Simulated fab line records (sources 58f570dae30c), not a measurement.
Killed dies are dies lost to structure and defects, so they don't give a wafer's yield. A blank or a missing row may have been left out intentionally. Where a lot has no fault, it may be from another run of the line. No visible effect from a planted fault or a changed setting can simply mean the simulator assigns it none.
The tool behind it: which one?    flow berkeley-cmos170    Sampling: 14 lots, 42 wafers, 2 of 331 route steps

WHAT EACH GAUGE READ, for each wafer
UCB170_ACTIVE_CD_MEAS_13 targets a cd of 1200 nm.
lot   measured     on         cd-nm (nm)
L159  day 4 07:46  cd-sem-01  1198.3 1197.6 1196.2
L158  day 4 07:53  cd-sem-02  1201.3 1199.7 1199.4
L160  day 4 15:27  cd-sem-02  1200.3 1201.4 1200.7
L161  day 4 23:42  cd-sem-01  1201.2 1201.4 1202.3
L162  day 5 00:04  cd-sem-01  1200.3 1201.2 1200.6
L163  day 5 07:55  cd-sem-01  1197.8 1198.3 1197.6
L164  day 5 08:17  cd-sem-01  1201.7 1200.7 1201.1
L165  day 5 19:27  cd-sem-01  1199.6 1199.4 1199.9
L166  day 6 02:37  cd-sem-02  1199.6 1200.4 1198.9
L167  day 6 05:20  cd-sem-01  1195.6 1195.1 1193.9
L168  day 6 18:20  cd-sem-01  1190.5 1192.9 1193.0
L176  day 8 03:55  cd-sem-01  1202.3 1200.2 1201.1
L177  day 8 12:00  cd-sem-01  1198.6 1199.8 1198.5
L178  day 8 12:07  cd-sem-01  1200.9 1200.4 1201.2

WHICH TOOL RAN EACH LOT (tool, then ch and the chambers of the sampled wafers, then the start)
lot   UCB170_ACTIVE_PEB_11
L159  litho-track-03 ch 0, day 4 07:29
L158  litho-track-01 ch 0, day 4 07:37
L160  litho-track-01 ch 0, day 4 15:07
L161  litho-track-01 ch 0, day 4 23:25
L162  litho-track-01 ch 0, day 4 23:42
L163  litho-track-04 ch 0, day 5 07:38
L164  litho-track-04 ch 0, day 5 08:02
L165  litho-track-03 ch 0, day 5 19:10
L166  litho-track-04 ch 0, day 6 02:21
L167  litho-track-04 ch 0, day 6 05:04
L168  litho-track-04 ch 0, day 6 18:04
L176  litho-track-01 ch 0, day 8 03:38
L177  litho-track-01 ch 0, day 8 11:43
L178  litho-track-03 ch 0, day 8 11:47
- UCB170_ACTIVE_PEB_11

WHAT THE TOOLS THEMSELVES READ (means of the sampled wafers that have a number; where no wafer has one, the mark that the record gives instead)
The record holds no such reading with a usual standard deviation.

THE ANSWER, worked out from the rows above alone
Rule: usual is defined by the lots themselves. The widest of any qualifying gaps counts: lots, ordered by their means at a reading, are off when they make up no more than a third of the lots, leave a main group of 4 or more, and stand apart from it by 3 or more times the standard deviation of that group's means. Not used: any main group whose means are identical at the precision the tables above print for the reading. A lot without any number at a reading at which 4 lots or more have one is off too. Where the step has rows for the other lots, those lots are counted as sound. First the gauges in route order, then the tools' own readings, where a lot's mean is used as printed above. The first step at which some lot is off is used, and at that step the reading that is off furthest; a lot without a number counts as furthest.
Nothing can be told from this: no lot is off at any reading shown.

WHAT THE SIMULATOR HAD PUT IN
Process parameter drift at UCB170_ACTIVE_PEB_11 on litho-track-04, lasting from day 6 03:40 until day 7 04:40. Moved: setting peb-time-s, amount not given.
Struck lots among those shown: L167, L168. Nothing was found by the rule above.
